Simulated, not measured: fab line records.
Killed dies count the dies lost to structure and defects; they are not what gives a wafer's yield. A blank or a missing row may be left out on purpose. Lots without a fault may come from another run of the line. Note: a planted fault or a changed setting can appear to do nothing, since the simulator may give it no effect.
A sampling plan put to the test || flow ritCmos || one line in one fab, 36 faults in these records, each fault weighed on the records of the lots it struck
What counts as the plan is the set of the line's own looks, namely the steps on the route at which a gauge or an inspection reads a wafer and does not change it. A look can be judged if struck wafers have a number there and the file gives its usual mean and standard deviation on fault-free wafers. Caught: at a look after the fault's first step, the mean of the struck wafers lies 4 or more of those standard deviations (sigma) from the usual mean. On the tool: the same test on the tool's own readings at the fault's steps. It also counts as caught if the struck wafers ran another recipe or if their record alone is blank.

## THE FAULTS, as the simulator had put them in
1. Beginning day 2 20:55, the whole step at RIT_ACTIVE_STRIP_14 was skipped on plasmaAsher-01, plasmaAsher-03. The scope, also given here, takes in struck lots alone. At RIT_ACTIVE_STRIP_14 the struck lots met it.
2. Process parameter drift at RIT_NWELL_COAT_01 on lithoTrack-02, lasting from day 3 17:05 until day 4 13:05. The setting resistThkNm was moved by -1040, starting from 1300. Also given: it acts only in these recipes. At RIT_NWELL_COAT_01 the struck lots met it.
3. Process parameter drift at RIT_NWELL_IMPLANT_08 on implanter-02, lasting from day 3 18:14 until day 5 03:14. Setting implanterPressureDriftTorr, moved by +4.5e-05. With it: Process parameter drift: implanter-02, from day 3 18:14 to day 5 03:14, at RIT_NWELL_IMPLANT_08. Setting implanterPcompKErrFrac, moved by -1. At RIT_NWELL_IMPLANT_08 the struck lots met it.
4. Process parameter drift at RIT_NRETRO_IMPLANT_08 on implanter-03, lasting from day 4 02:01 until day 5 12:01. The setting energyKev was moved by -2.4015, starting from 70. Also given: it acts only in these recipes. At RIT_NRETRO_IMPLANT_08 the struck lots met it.
5. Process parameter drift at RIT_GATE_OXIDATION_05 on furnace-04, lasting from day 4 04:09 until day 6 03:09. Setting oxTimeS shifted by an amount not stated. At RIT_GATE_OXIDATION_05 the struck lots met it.
6. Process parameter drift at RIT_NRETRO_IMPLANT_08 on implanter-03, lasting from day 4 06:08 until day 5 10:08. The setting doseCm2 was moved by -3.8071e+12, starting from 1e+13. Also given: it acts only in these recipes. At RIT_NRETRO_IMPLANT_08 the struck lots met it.
7. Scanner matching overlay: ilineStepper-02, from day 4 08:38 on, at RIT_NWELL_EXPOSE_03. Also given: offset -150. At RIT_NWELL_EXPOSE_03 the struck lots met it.
8. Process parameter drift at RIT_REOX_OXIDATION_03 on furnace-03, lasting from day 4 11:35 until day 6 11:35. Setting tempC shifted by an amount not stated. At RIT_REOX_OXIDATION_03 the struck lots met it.
9. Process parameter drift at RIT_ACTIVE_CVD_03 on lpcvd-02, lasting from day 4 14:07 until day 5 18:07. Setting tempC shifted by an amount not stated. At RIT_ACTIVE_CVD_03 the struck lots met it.
10. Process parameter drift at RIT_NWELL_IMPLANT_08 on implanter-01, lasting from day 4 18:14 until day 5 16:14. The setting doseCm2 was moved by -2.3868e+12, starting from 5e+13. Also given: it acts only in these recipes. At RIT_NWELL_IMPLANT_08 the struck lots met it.
11. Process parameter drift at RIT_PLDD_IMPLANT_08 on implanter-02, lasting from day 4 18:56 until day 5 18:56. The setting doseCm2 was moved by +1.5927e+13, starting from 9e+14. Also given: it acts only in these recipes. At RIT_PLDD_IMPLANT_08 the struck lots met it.
12. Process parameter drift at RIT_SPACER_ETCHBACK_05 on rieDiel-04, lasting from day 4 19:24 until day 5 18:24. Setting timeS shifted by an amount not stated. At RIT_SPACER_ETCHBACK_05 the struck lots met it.
13. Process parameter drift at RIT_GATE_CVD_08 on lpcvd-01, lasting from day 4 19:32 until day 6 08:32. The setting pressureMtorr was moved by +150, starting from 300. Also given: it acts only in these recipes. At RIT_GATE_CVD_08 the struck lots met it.
14. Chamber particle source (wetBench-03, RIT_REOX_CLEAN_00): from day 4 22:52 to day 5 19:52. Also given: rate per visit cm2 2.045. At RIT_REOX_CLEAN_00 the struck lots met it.
15. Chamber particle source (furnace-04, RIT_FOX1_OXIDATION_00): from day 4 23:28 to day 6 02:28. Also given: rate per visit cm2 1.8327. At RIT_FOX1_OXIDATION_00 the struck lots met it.
16. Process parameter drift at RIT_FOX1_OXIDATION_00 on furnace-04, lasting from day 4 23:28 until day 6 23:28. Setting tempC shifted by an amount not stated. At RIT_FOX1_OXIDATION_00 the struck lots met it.
17. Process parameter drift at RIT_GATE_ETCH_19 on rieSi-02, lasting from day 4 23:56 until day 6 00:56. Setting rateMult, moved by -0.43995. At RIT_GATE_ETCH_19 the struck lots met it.
18. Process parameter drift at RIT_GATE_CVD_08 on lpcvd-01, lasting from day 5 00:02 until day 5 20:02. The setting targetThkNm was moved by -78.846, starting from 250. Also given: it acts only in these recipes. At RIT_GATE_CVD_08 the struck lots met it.
19. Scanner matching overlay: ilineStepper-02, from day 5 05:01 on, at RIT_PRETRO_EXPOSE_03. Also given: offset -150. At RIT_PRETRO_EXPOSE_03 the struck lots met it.
20. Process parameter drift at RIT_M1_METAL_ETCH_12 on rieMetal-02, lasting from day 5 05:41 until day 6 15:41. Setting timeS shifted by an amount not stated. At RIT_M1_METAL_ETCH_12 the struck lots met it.
21. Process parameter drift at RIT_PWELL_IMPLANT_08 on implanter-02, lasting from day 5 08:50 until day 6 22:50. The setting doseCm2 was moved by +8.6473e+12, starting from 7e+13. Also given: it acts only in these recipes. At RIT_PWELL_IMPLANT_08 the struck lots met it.
22. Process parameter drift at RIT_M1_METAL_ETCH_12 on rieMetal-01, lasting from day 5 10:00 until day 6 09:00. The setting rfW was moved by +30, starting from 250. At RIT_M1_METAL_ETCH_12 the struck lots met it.
23. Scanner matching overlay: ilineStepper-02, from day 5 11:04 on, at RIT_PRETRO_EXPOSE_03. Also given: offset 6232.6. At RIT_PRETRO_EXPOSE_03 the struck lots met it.
24. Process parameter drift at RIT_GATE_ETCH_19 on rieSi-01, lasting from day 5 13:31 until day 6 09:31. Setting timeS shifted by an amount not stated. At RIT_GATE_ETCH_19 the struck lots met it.
25. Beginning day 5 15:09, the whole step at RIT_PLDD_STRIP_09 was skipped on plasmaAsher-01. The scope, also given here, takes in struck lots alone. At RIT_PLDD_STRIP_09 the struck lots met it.
26. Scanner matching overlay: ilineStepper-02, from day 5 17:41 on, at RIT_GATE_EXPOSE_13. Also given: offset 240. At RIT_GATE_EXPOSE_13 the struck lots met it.
27. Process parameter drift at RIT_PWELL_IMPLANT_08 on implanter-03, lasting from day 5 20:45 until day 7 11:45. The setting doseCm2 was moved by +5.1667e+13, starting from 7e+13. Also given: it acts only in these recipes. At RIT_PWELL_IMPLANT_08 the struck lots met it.
28. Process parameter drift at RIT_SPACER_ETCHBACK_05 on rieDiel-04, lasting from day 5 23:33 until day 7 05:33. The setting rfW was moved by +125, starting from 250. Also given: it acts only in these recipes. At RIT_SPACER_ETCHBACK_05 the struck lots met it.
29. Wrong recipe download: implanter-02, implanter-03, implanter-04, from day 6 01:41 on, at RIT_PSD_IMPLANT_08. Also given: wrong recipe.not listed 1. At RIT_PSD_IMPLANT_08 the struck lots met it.
30. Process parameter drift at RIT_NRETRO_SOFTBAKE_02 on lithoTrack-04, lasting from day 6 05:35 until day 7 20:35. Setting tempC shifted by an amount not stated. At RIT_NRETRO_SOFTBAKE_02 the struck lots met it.
31. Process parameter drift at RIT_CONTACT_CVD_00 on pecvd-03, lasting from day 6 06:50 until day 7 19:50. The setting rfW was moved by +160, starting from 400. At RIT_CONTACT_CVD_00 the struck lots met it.
32. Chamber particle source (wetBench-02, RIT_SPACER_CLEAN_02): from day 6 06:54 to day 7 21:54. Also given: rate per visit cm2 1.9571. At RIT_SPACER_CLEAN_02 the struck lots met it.
33. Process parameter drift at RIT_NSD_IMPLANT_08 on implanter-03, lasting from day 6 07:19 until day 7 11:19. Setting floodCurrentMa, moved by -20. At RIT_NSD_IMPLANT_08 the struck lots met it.
34. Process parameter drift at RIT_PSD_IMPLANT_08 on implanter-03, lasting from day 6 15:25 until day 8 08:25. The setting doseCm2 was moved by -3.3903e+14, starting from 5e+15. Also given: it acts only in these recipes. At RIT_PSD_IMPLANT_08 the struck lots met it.
35. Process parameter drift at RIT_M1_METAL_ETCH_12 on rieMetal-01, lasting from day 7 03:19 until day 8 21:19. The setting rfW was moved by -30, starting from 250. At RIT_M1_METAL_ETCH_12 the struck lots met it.
36. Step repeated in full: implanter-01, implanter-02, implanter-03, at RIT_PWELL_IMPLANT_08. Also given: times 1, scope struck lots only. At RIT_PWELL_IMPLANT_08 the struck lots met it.

## WHAT THE PLAN SAW
{"fault": 1, "on the tool itself": "the tool's record is blank for the struck wafers", "first look that catches it": "no look after it can be judged", "reading, sigma": "-", "median hours from its first step to that look": "-", "hours from the fault's start to the first struck lot there": "-", "judged looks passed uncaught": 0}
{"fault": 2, "on the tool itself": "no reading that can be judged", "first look that catches it": "RIT_PWELL_TW_MEAS_10", "reading, sigma": "PWELL_TW +99 or beyond", "median hours from its first step to that look": 3.1, "hours from the fault's start to the first struck lot there": 5, "judged looks passed uncaught": 0}
{"fault": 3, "on the tool itself": "endStationPressureTorr +99 or beyond sigma", "first look that catches it": "RIT_NWELL_TW_MEAS_10", "reading, sigma": "NWELL_TW +5.7", "median hours from its first step to that look": 0.3, "hours from the fault's start to the first struck lot there": 2, "judged looks passed uncaught": 0}
{"fault": 4, "on the tool itself": "beamEnergyKeV -99 or beyond sigma", "first look that catches it": "no look after it can be judged", "reading, sigma": "-", "median hours from its first step to that look": "-", "hours from the fault's start to the first struck lot there": "-", "judged looks passed uncaught": 0}
{"fault": 5, "on the tool itself": "no reading that can be judged", "first look that catches it": "not the one look that can be judged after it", "reading, sigma": "strongest: GATE_OXIDE_THK at RIT_GATE_THK_MEAS_07, -2.9", "median hours from its first step to that look": "-", "hours from the fault's start to the first struck lot there": "-", "judged looks passed uncaught": 1}
{"fault": 6, "on the tool itself": "doseIonsCm2 -99 or beyond sigma", "first look that catches it": "RIT_NRETRO_TW_MEAS_10", "reading, sigma": "NRETRO_TW -26", "median hours from its first step to that look": 0.3, "hours from the fault's start to the first struck lot there": 3, "judged looks passed uncaught": 0}
{"fault": 7, "on the tool itself": "under 2 sigma", "first look that catches it": "RIT_NWELL_OVL_MEAS_06", "reading, sigma": "NWELL_OVL -99 or beyond", "median hours from its first step to that look": 0.4, "hours from the fault's start to the first struck lot there": 2, "judged looks passed uncaught": 0}
{"fault": 8, "on the tool itself": "tubeCenterTempC -99 or beyond sigma", "first look that catches it": "RIT_REOX_THK_MEAS_04", "reading, sigma": "REOX_OXIDE_THK -10", "median hours from its first step to that look": 2.6, "hours from the fault's start to the first struck lot there": 1, "judged looks passed uncaught": 0}
{"fault": 9, "on the tool itself": "susceptorTempC +48 sigma", "first look that catches it": "RIT_ACTIVE_THK_MEAS_04", "reading, sigma": "ACTIVE_NITRIDE_THK +26", "median hours from its first step to that look": 1.8, "hours from the fault's start to the first struck lot there": 5, "judged looks passed uncaught": 0}
{"fault": 10, "on the tool itself": "doseIonsCm2 -39 sigma", "first look that catches it": "RIT_WELLDRIVE_RS_MEAS_01", "reading, sigma": "NWELL_RS +10", "median hours from its first step to that look": 14.8, "hours from the fault's start to the first struck lot there": 12, "judged looks passed uncaught": 1}
{"fault": 11, "on the tool itself": "doseIonsCm2 +12 sigma", "first look that catches it": "not the one look that can be judged after it", "reading, sigma": "strongest: PLDD_RS at RIT_SDANNEAL_RS_MEAS_06, -3.2", "median hours from its first step to that look": "-", "hours from the fault's start to the first struck lot there": "-", "judged looks passed uncaught": 1}
{"fault": 12, "on the tool itself": "runLengthS +99 or beyond sigma", "first look that catches it": "none of the 7 looks that can be judged after it", "reading, sigma": "-", "median hours from its first step to that look": "-", "hours from the fault's start to the first struck lot there": "-", "judged looks passed uncaught": 7}
{"fault": 13, "on the tool itself": "pressureMtorr +99 or beyond sigma", "first look that catches it": "RIT_GATE_THK_MEAS_09", "reading, sigma": "GATE_POLY_THK +26", "median hours from its first step to that look": 1.6, "hours from the fault's start to the first struck lot there": 5, "judged looks passed uncaught": 0}
{"fault": 14, "on the tool itself": "no reading that can be judged", "first look that catches it": "not the one look that can be judged after it", "reading, sigma": "-", "median hours from its first step to that look": "-", "hours from the fault's start to the first struck lot there": "-", "judged looks passed uncaught": 1}
{"fault": 15, "on the tool itself": "under 2 sigma", "first look that catches it": "not the one look that can be judged after it", "reading, sigma": "-", "median hours from its first step to that look": "-", "hours from the fault's start to the first struck lot there": "-", "judged looks passed uncaught": 1}
{"fault": 16, "on the tool itself": "tubeCenterTempC +99 or beyond sigma", "first look that catches it": "RIT_FOX1_THK_MEAS_01", "reading, sigma": "FOX1_OXIDE_THK +5.9", "median hours from its first step to that look": 1.3, "hours from the fault's start to the first struck lot there": 3, "judged looks passed uncaught": 0}
{"fault": 17, "on the tool itself": "oesProductAu -13 sigma", "first look that catches it": "no look after it can be judged", "reading, sigma": "-", "median hours from its first step to that look": "-", "hours from the fault's start to the first struck lot there": "-", "judged looks passed uncaught": 0}
{"fault": 18, "on the tool itself": "under 2 sigma", "first look that catches it": "RIT_GATE_THK_MEAS_09", "reading, sigma": "GATE_POLY_THK -35", "median hours from its first step to that look": 1.6, "hours from the fault's start to the first struck lot there": 0, "judged looks passed uncaught": 0}
{"fault": 19, "on the tool itself": "under 2 sigma", "first look that catches it": "RIT_PRETRO_OVL_MEAS_06", "reading, sigma": "PRETRO_OVL -99 or beyond", "median hours from its first step to that look": 0.4, "hours from the fault's start to the first struck lot there": 4, "judged looks passed uncaught": 0}
{"fault": 20, "on the tool itself": "runLengthS -59 sigma", "first look that catches it": "no look after it can be judged", "reading, sigma": "-", "median hours from its first step to that look": "-", "hours from the fault's start to the first struck lot there": "-", "judged looks passed uncaught": 0}
{"fault": 21, "on the tool itself": "doseIonsCm2 +99 or beyond sigma", "first look that catches it": "RIT_PWELL_TW_MEAS_10", "reading, sigma": "PWELL_TW +5.1", "median hours from its first step to that look": 0.3, "hours from the fault's start to the first struck lot there": 4, "judged looks passed uncaught": 0}
{"fault": 22, "on the tool itself": "rfFwdPowerW +40 sigma", "first look that catches it": "no look after it can be judged", "reading, sigma": "-", "median hours from its first step to that look": "-", "hours from the fault's start to the first struck lot there": "-", "judged looks passed uncaught": 0}
{"fault": 23, "on the tool itself": "no reading that can be judged", "first look that catches it": "not the one look that can be judged after it", "reading, sigma": "-", "median hours from its first step to that look": "-", "hours from the fault's start to the first struck lot there": "-", "judged looks passed uncaught": 1}
{"fault": 24, "on the tool itself": "runLengthS +99 or beyond sigma", "first look that catches it": "no look after it can be judged", "reading, sigma": "-", "median hours from its first step to that look": "-", "hours from the fault's start to the first struck lot there": "-", "judged looks passed uncaught": 0}
{"fault": 25, "on the tool itself": "the tool's record is blank for the struck wafers", "first look that catches it": "no look after it can be judged", "reading, sigma": "-", "median hours from its first step to that look": "-", "hours from the fault's start to the first struck lot there": "-", "judged looks passed uncaught": 0}
{"fault": 26, "on the tool itself": "under 2 sigma", "first look that catches it": "RIT_GATE_OVL_MEAS_17", "reading, sigma": "GATE_OVL +99 or beyond", "median hours from its first step to that look": 0.5, "hours from the fault's start to the first struck lot there": 4, "judged looks passed uncaught": 0}
{"fault": 27, "on the tool itself": "doseIonsCm2 +99 or beyond sigma", "first look that catches it": "RIT_PWELL_TW_MEAS_10", "reading, sigma": "PWELL_TW +27", "median hours from its first step to that look": 0.3, "hours from the fault's start to the first struck lot there": 3, "judged looks passed uncaught": 0}
{"fault": 28, "on the tool itself": "rfFwdPowerW +99 or beyond sigma", "first look that catches it": "none of the 7 looks that can be judged after it", "reading, sigma": "-", "median hours from its first step to that look": "-", "hours from the fault's start to the first struck lot there": "-", "judged looks passed uncaught": 7}
{"fault": 29, "on the tool itself": "no reading that can be judged", "first look that catches it": "RIT_SDANNEAL_RS_MEAS_04", "reading, sigma": "PSD_RS -99 or beyond", "median hours from its first step to that look": 0.9, "hours from the fault's start to the first struck lot there": 3, "judged looks passed uncaught": 1}
{"fault": 30, "on the tool itself": "heaterPowerTotalW -26 sigma", "first look that catches it": "not the one look that can be judged after it", "reading, sigma": "-", "median hours from its first step to that look": "-", "hours from the fault's start to the first struck lot there": "-", "judged looks passed uncaught": 1}
{"fault": 31, "on the tool itself": "rfFwdPowerW +99 or beyond sigma", "first look that catches it": "RIT_CONTACT_THK_MEAS_01", "reading, sigma": "CONTACT_TEOS_THK +8.5", "median hours from its first step to that look": 0.1, "hours from the fault's start to the first struck lot there": 5, "judged looks passed uncaught": 0}
{"fault": 32, "on the tool itself": "no reading that can be judged", "first look that catches it": "no look after it can be judged", "reading, sigma": "-", "median hours from its first step to that look": "-", "hours from the fault's start to the first struck lot there": "-", "judged looks passed uncaught": 0}
{"fault": 33, "on the tool itself": "under 2 sigma", "first look that catches it": "none of the 9 looks that can be judged after it", "reading, sigma": "-", "median hours from its first step to that look": "-", "hours from the fault's start to the first struck lot there": "-", "judged looks passed uncaught": 9}
{"fault": 34, "on the tool itself": "doseIonsCm2 -52 sigma", "first look that catches it": "not the one look that can be judged after it", "reading, sigma": "strongest: PSD_RS at RIT_SDANNEAL_RS_MEAS_04, +2.6", "median hours from its first step to that look": "-", "hours from the fault's start to the first struck lot there": "-", "judged looks passed uncaught": 1}
{"fault": 35, "on the tool itself": "rfFwdPowerW -40 sigma", "first look that catches it": "not the one look that can be judged after it", "reading, sigma": "strongest: cdNm at RIT_M1_CD_MEAS_90, +2.5", "median hours from its first step to that look": "-", "hours from the fault's start to the first struck lot there": "-", "judged looks passed uncaught": 1}
{"fault": 36, "on the tool itself": "under 2 sigma", "first look that catches it": "RIT_PWELL_TW_MEAS_10", "reading, sigma": "PWELL_TW +35", "median hours from its first step to that look": 0.6, "hours from the fault's start to the first struck lot there": "-", "judged looks passed uncaught": 0}
A dash: the fault isn't caught, or these records don't give the number.

Caught at a look: 17 of 36. Caught on the tool: 23 of 36. By one or the other: 30 of 36.
Faults 1, 4, 11, 12, 17, 20, 22, 24, 25, 28, 30, 34, 35 were caught on the tool alone.
Caught at a look alone: faults 2, 7, 18, 19, 26, 29, 36.
Caught by neither: faults 5, 14, 15, 23, 32, 33.

## THINNER SAMPLING
Were the look that catches a fault to measure just every second or every third lot (counted by lot number), the first struck lot would, at worst, be measured this late:
{"fault": 2, "struck lots at that look, in order of time": "L339, L340", "every lot": "5 h", "every second lot": "17 h", "every third lot": "may miss all 2"}
{"fault": 3, "struck lots at that look, in order of time": "L298, L302", "every lot": "2 h", "every second lot": "may miss all 2", "every third lot": "may miss all 2"}
{"fault": 6, "struck lots at that look, in order of time": "L241, L244", "every lot": "3 h", "every second lot": "19 h", "every third lot": "may miss all 2"}
{"fault": 7, "struck lots at that look, in order of time": "L179, L181, L184, L186", "every lot": "2 h", "every second lot": "22 h", "every third lot": "32 h"}
{"fault": 8, "struck lots at that look, in order of time": "L157, L158, L159", "every lot": "1 h", "every second lot": "4 h", "every third lot": "4 h"}
{"fault": 9, "struck lots at that look, in order of time": "L472, L474", "every lot": "5 h", "every second lot": "may miss all 2", "every third lot": "may miss all 2"}
{"fault": 10, "struck lots at that look, in order of time": "L305, L306", "every lot": "12 h", "every second lot": "30 h", "every third lot": "may miss all 2"}
{"fault": 13, "struck lots at that look, in order of time": "L174, L175", "every lot": "5 h", "every second lot": "7 h", "every third lot": "may miss all 2"}
{"fault": 16, "struck lots at that look, in order of time": "L326, L328", "every lot": "3 h", "every second lot": "may miss all 2", "every third lot": "may miss all 2"}
{"fault": 18, "struck lots at that look, in order of time": "L126, L127", "every lot": "0 h", "every second lot": "3 h", "every third lot": "may miss all 2"}
{"fault": 19, "struck lots at that look, in order of time": "L940, L941, L942, L943", "every lot": "4 h", "every second lot": "9 h", "every third lot": "13 h"}
{"fault": 21, "struck lots at that look, in order of time": "L230, L233, L234", "every lot": "4 h", "every second lot": "19 h", "every third lot": "may miss all 3"}
{"fault": 26, "struck lots at that look, in order of time": "L681, L682", "every lot": "4 h", "every second lot": "7 h", "every third lot": "may miss all 2"}
{"fault": 27, "struck lots at that look, in order of time": "L526, L530", "every lot": "3 h", "every second lot": "may miss all 2", "every third lot": "may miss all 2"}
{"fault": 29, "struck lots at that look, in order of time": "L220, L221, L222, L223", "every lot": "3 h", "every second lot": "4 h", "every third lot": "9 h"}
{"fault": 31, "struck lots at that look, in order of time": "L384, L387", "every lot": "5 h", "every second lot": "23 h", "every third lot": "may miss all 2"}
Hours count from the start of the fault until the first struck lot that is measured. The test against the limit of 4 sigma pooled every struck wafer, which means one lot taken alone may stay below that limit. Other struck lots may not be in these records.

## THE LONGEST TIMED WAY FROM STEP TO LOOK
For fault 10, RIT_NWELL_IMPLANT_08 and RIT_WELLDRIVE_RS_MEAS_01 are separated by a median of 14.8 hours. The look between them that can be judged stayed within 4 sigma: RIT_NWELL_TW_MEAS_10.
